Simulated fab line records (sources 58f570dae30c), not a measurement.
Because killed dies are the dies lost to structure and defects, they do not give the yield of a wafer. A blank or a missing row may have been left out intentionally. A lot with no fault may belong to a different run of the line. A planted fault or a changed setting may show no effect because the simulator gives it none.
Chamber matching | flow berkeley_cmos170 | UCB170_V1_CMP_02 on cmp-01 has 4 sister chambers
The step polishes SiO2. 14 wafers are shown with their chamber, then 7 later ones without.

== WAFERS PAIRED WITH THEIR CHAMBERS ==
wafer  | chamber | motor_current_A (A)
L176.2 | 2       | 13.6
L176.4 | 1       | 12.5
L176.6 | 2       | 14.0
L177.1 | 3       | 15.2
L177.4 | 1       | 12.8
L177.5 | 3       | 16.4
L181.2 | 0       | 17.1
L181.4 | 2       | 14.1
L181.5 | 3       | 17.4
L184.2 | 1       | 12.6
L184.5 | 3       | 16.3
L184.6 | 2       | 13.9
L189.2 | 1       | 12.3
L189.4 | 2       | 14.6

SIGNATURES (means of the wafers above)
reading         | chamber 0 | chamber 1 | chamber 2 | chamber 3 | scatter within a chamber
motor_current_A | 17.100    | 12.550    | 14.040    | 16.325    | 0.556
Rule: for a wafer and a chamber, the distance is found by dividing, reading by reading, the gap between the wafer's reading and the chamber's mean by the reading's scatter, squaring, summing and taking the root. If the next closest chamber is less than 2 further off than the closest, the wafer can't be placed; otherwise it belongs to the closest. The scatter: the root of (the sum of the squares of (reading less its chamber's mean) over the shown wafers, divided by (wafers less chambers)).

== WAFERS WITHOUT THEIR CHAMBER ==
wafer  | motor_current_A (A)
L189.6 | 12.1
L194.1 | 12.5
L194.4 | 14.1
L194.6 | 16.7
L198.2 | 16.8
L198.3 | 12.6
L198.6 | 12.4

== WHICH CHAMBER EACH WENT THROUGH ==
wafer  | from the rows above     | in truth
L189.6 | 1                       | 1
L194.1 | 1                       | 1
L194.4 | 2                       | 2
L194.6 | can't be placed: 3 or 0 | 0
L198.2 | can't be placed: 0 or 3 | 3
L198.3 | 1                       | 1
L198.6 | 1                       | 1
5 of 7 placed correctly. Unplaceable from these rows: 2, with the true chamber sitting among the candidates in 2. 0 placed wrongly.
